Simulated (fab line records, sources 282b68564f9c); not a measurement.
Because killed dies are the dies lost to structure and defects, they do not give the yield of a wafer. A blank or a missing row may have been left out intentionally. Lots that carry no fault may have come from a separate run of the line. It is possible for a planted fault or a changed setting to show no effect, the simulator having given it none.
Which tool is to blame? :: flow rit_cmos :: Sampling: 14 lots, 42 wafers, 2 of 202 route steps

WHAT THE GAUGES SHOWED, per wafer
The record holds no reading of a measuring or inspecting step that can be judged against a usual standard deviation.

WHICH TOOL RAN EACH LOT (tool, then ch and the chambers of the sampled wafers, then the start)
lot: L216
RIT_REOX_CLEAN_00: wet_bench-01 ch 2, day 3 03:01
RIT_M1_PROBE_99: -

lot: L218
RIT_REOX_CLEAN_00: wet_bench-03 ch 2, day 3 12:49
RIT_M1_PROBE_99: -

lot: L219
RIT_REOX_CLEAN_00: wet_bench-01 ch 2, day 3 21:41
RIT_M1_PROBE_99: -

lot: L220
RIT_REOX_CLEAN_00: wet_bench-04 ch 1, day 4 00:36
RIT_M1_PROBE_99: -

lot: L221
RIT_REOX_CLEAN_00: wet_bench-04 ch 2, day 4 03:01
RIT_M1_PROBE_99: -

lot: L224
RIT_REOX_CLEAN_00: wet_bench-04 ch 0, day 4 17:53
RIT_M1_PROBE_99: -

lot: L225
RIT_REOX_CLEAN_00: wet_bench-03 ch 1, day 4 22:01
RIT_M1_PROBE_99: -

lot: L228
RIT_REOX_CLEAN_00: wet_bench-04 ch 2, day 5 10:29
RIT_M1_PROBE_99: prober-01, day 6 07:35

lot: L229
RIT_REOX_CLEAN_00: wet_bench-01 ch 2, day 5 11:54
RIT_M1_PROBE_99: prober-02, day 6 09:23

lot: L230
RIT_REOX_CLEAN_00: wet_bench-04 ch 1, day 5 21:59
RIT_M1_PROBE_99: -

lot: L235
RIT_REOX_CLEAN_00: wet_bench-03 ch 2, day 6 21:52
RIT_M1_PROBE_99: -

lot: L236
RIT_REOX_CLEAN_00: wet_bench-01 ch 1, day 7 02:44
RIT_M1_PROBE_99: -

lot: L237
RIT_REOX_CLEAN_00: wet_bench-04 ch 0, day 7 09:34
RIT_M1_PROBE_99: -

lot: L238
RIT_REOX_CLEAN_00: wet_bench-01 ch 1, day 7 18:30
RIT_M1_PROBE_99: -
- RIT_REOX_CLEAN_00: cleans in SC1, time 600 s.
- RIT_M1_PROBE_99

AS READ BY THE TOOLS THEMSELVES (means over the sampled wafers that have a number; for cases with no such wafer, the mark the record gives instead)
RIT_REOX_CLEAN_00.
lot: L216
tool: wet_bench-01
bath_guard_temp_C (C): 75.3
bath_heat_duty_pct (%): 11.1

lot: L218
tool: wet_bench-03
bath_guard_temp_C (C): 74.3
bath_heat_duty_pct (%): 17.6

lot: L219
tool: wet_bench-01
bath_guard_temp_C (C): 75.5
bath_heat_duty_pct (%): 10.9

lot: L220
tool: wet_bench-04
bath_guard_temp_C (C): 75.7
bath_heat_duty_pct (%): 16.3

lot: L221
tool: wet_bench-04
bath_guard_temp_C (C): 75.5
bath_heat_duty_pct (%): 16.1

lot: L224
tool: wet_bench-04
bath_guard_temp_C (C): 74.7
bath_heat_duty_pct (%): 13.8

lot: L225
tool: wet_bench-03
bath_guard_temp_C (C): 75.2
bath_heat_duty_pct (%): 15.3

lot: L228
tool: wet_bench-04
bath_guard_temp_C (C): -
bath_heat_duty_pct (%): -

lot: L229
tool: wet_bench-01
bath_guard_temp_C (C): -
bath_heat_duty_pct (%): -

lot: L230
tool: wet_bench-04
bath_guard_temp_C (C): 75.6
bath_heat_duty_pct (%): 15.9

lot: L235
tool: wet_bench-03
bath_guard_temp_C (C): 74.1
bath_heat_duty_pct (%): 17.1

lot: L236
tool: wet_bench-01
bath_guard_temp_C (C): 75.9
bath_heat_duty_pct (%): 12.5

lot: L237
tool: wet_bench-04
bath_guard_temp_C (C): 74.9
bath_heat_duty_pct (%): 14.0

lot: L238
tool: wet_bench-01
bath_guard_temp_C (C): 76.0
bath_heat_duty_pct (%): 12.6

RIT_M1_PROBE_99.
lot: L228
tool: prober-01
killed_at_front_end: 4
killed_dies: 4
killed_open: 3.0
killed_short: 1.0

lot: L229
tool: prober-02
killed_at_front_end: 5
killed_dies: 5
killed_open: 2.3
killed_short: 2.7

THE ANSWER, worked out from the rows above alone
Rule: the lots themselves supply what counts as usual. The widest of any qualifying gaps counts: lots, ordered by their means at a reading, are off when they make up no more than a third of the lots, leave a main group of 4 or more, and stand apart from it by 3 or more times the standard deviation of that group's means. If all means in a main group match to the digits the tables above print for the reading, that group is not used. Also off: a lot with no number at a reading for which 4 or more lots have one. Where the step has rows for the other lots, those lots are counted as sound. First the gauges in route order, then the tools' own readings, where a lot's mean is used as printed above. The first step at which some lot is off is used, and at that step the reading that is off furthest; a lot without a number counts as furthest.
Off, at RIT_REOX_CLEAN_00 on bath_guard_temp_C: L228, L229. Without a number there: L228, L229. The main group: mean 75.2 C, standard deviation 0.58.
A tool fits if, at that step or a process step before it, it ran every lot that is off, and no sound lot after the first of them. No candidate that was tried fits.

WHAT WAS PUT IN BY THE SIMULATOR
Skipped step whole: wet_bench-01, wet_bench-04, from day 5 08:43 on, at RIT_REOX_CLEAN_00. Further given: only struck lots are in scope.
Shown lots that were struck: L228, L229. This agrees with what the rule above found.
